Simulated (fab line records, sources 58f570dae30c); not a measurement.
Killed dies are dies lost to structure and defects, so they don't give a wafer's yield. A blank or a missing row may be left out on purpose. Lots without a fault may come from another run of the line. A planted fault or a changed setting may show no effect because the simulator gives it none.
Which tool did it? | flow berkeley_cmos170 | 7 lots, 21 wafers sampled, at 2 steps of a route of 331

WHAT THE GAUGES READ, wafer by wafer
UCB170_V1_CD_MEAS_90: target cd 700 nm.
lot  | measured     | on        | cd_nm (nm)
L500 | day 8 20:36  | cd_sem-01 | 699.5 699.8 700.8
L506 | day 9 21:43  | cd_sem-01 | 697.1 700.0 697.8
L509 | day 10 15:10 | cd_sem-02 | 702.0 701.8 703.0
L514 | day 11 16:57 | cd_sem-02 | 698.5 697.6 697.8
L516 | day 13 08:00 | cd_sem-02 | 701.9 699.7 699.8
L519 | day 13 21:28 | cd_sem-02 | 699.5 697.9 698.8
L520 | day 14 02:07 | cd_sem-02 | 700.4 702.2 700.9

WHICH TOOL RAN EACH LOT (tool, then ch and the chambers of the sampled wafers, then the start)
lot  | UCB170_M1_ETCH_11
L500 | rie_diel-01 ch 0,1,3, day 8 16:31
L506 | rie_diel-03 ch 1,3, day 9 16:20
L509 | rie_diel-03 ch 0,1,2, day 10 11:13
L514 | rie_diel-02 ch 0,2,3, day 11 12:41
L516 | rie_diel-03 ch 0,1,3, day 13 03:38
L519 | rie_diel-02 ch 0,2,3, day 13 14:03
L520 | rie_diel-03 ch 0,1,3, day 13 20:27
- UCB170_M1_ETCH_11: etches BARC in N2/H2.

THE ANSWER, worked out from the rows above alone
Rule: what is usual is taken from the lots themselves. Put in order of their means at a reading, lots are off if they are a third of the lots or fewer, leave a main group of 4 or more, and stand apart from it by a gap of 3 or more times the standard deviation of the main group's means; of several such gaps the widest counts. A main group whose means are all the same, to the digits that the tables above print for the reading, isn't used. A lot without any number at a reading at which 4 lots or more have one is off too. The other lots that the step has rows for count as sound.
No lot is off at any reading shown: from this, nothing can be told.

WHAT THE SIMULATOR HAD PUT IN
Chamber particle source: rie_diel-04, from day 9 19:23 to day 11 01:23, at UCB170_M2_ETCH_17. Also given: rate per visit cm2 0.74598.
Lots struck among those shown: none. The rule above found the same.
